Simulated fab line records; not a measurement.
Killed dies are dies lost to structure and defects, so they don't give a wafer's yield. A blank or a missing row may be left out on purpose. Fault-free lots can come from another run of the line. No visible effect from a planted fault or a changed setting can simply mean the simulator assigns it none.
Which tool was responsible? ; flow ritCmos ; 18 wafers from 6 lots sampled at 2 of the route's 202 steps

== WHAT THE GAUGES SHOWED, per wafer ==
RIT_ACTIVE_CD_MEAS_11: target cd 1400 nm.
lot;measured;on;cdNm (nm)
L716;day 1 20:54;cdSem-02;1403.7 1405.7 1403.9
L719;day 2 10:59;cdSem-02;1399.0 1399.9 1399.3
L721;day 2 21:28;cdSem-01;1402.0 1402.5 1402.3
L724;day 3 15:17;cdSem-02;1400.7 1400.2 1399.2
L726;day 4 00:41;cdSem-02;1397.1 1399.6 1396.9
L731;day 5 00:35;cdSem-02;1398.0 1398.7 1397.0

== WHICH TOOL RAN EACH LOT (tool, then ch and the chambers of the sampled wafers, then the start) ==
lot;RIT_ACTIVE_EXPOSE_08
L716;ilineStepper-02 ch 0, day 1 20:26
L719;ilineStepper-02 ch 0, day 2 10:35
L721;ilineStepper-02 ch 0, day 2 21:04
L724;ilineStepper-02 ch 0, day 3 14:53
L726;ilineStepper-02 ch 0, day 4 00:17
L731;ilineStepper-01 ch 0, day 5 00:11
- RIT_ACTIVE_EXPOSE_08: exposes mask M1, target cd 1400 nm.

== THE ANSWER, worked out from the rows above alone ==
Rule: the lots themselves supply what counts as usual. Put in order of their means at a reading, lots are off if they are a third of the lots or fewer, leave a main group of 4 or more, and stand apart from it by a gap of 3 or more times the standard deviation of the main group's means; of several such gaps the widest counts. A main group is skipped when, at the precision printed for the reading in the tables above, its means are all equal. A lot without any number at a reading at which 4 lots or more have one is off too. Any other lot the step has rows for is counted as sound.
No lot is off at any reading shown: from this, nothing can be told.

== WHAT THE SIMULATOR HAD PUT IN ==
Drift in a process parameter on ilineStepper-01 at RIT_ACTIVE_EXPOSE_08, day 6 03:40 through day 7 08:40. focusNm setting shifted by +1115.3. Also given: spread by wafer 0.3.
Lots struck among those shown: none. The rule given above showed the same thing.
